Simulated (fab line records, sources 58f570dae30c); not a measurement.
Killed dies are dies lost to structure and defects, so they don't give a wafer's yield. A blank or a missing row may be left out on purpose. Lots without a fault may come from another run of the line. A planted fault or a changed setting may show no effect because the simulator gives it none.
Which tool did it? | flow berkeley_cmos170 | 7 lots, 21 wafers sampled, at 4 steps of a route of 331

WHAT THE GAUGES READ, wafer by wafer
UCB170_M3_CD_MEAS_90: target cd 700 nm.
lot  | measured     | on        | cd_nm (nm)
L953 | day 9 04:35  | cd_sem-01 | 700.1 701.1 699.6
L958 | day 10 08:13 | cd_sem-02 | 697.7 697.0 696.3
L960 | day 11 03:44 | cd_sem-02 | 694.9 695.7 697.2
L965 | day 12 08:17 | cd_sem-02 | 700.5 701.2 704.0
L970 | day 13 22:04 | cd_sem-01 | 698.4 699.0 697.4
L972 | day 14 10:05 | cd_sem-02 | 699.8 697.3 699.0
L973 | day 14 13:47 | cd_sem-02 | 693.8 697.1 695.4

WHICH TOOL RAN EACH LOT (tool, then ch and the chambers of the sampled wafers, then the start)
lot  | UCB170_M2_STRIP_07                   | UCB170_M2_METAL_ETCH_18           | UCB170_V2_CMP_02
L953 | plasma_asher-03 ch 0,1, day 8 21:29  | rie_metal-01 ch 0,1, day 8 22:59  | cmp-02 ch 0,2,3, day 8 23:47
L958 | plasma_asher-03 ch 0,1, day 10 01:16 | rie_metal-03 ch 0,1, day 10 02:43 | cmp-02 ch 0,2,3, day 10 03:29
L960 | plasma_asher-01 ch 0,1, day 10 20:47 | rie_metal-01 ch 0,1, day 10 22:20 | cmp-01 ch 0,3, day 10 22:58
L965 | plasma_asher-03 ch 0,1, day 11 22:21 | rie_metal-04 ch 0,1, day 12 00:38 | cmp-01 ch 0,1, day 12 03:01
L970 | plasma_asher-04 ch 0,1, day 13 14:02 | rie_metal-04 ch 0,1, day 13 15:57 | cmp-02 ch 0,2,3, day 13 16:35
L972 | plasma_asher-03 ch 0,1, day 13 22:27 | rie_metal-01 ch 1, day 14 01:16   | cmp-02 ch 0,3, day 14 01:54
L973 | plasma_asher-04 ch 0,1, day 14 03:01 | rie_metal-04 ch 0,1, day 14 06:35 | cmp-02 ch 0,1,3, day 14 07:14
- UCB170_M2_STRIP_07: strips in O2.
- UCB170_M2_METAL_ETCH_18: etches Al in Cl2/BCl3, stops on SiO2, target depth 1170 nm, time 195 s.
- UCB170_V2_CMP_02: polishes SiO2.

THE ANSWER, worked out from the rows above alone
Rule: what is usual is taken from the lots themselves. Put in order of their means at a reading, lots are off if they are a third of the lots or fewer, leave a main group of 4 or more, and stand apart from it by a gap of 3 or more times the standard deviation of the main group's means; of several such gaps the widest counts. A main group whose means are all the same, to the digits that the tables above print for the reading, isn't used. A lot without any number at a reading at which 4 lots or more have one is off too. The other lots that the step has rows for count as sound.
No lot is off at any reading shown: from this, nothing can be told.

WHAT THE SIMULATOR HAD PUT IN
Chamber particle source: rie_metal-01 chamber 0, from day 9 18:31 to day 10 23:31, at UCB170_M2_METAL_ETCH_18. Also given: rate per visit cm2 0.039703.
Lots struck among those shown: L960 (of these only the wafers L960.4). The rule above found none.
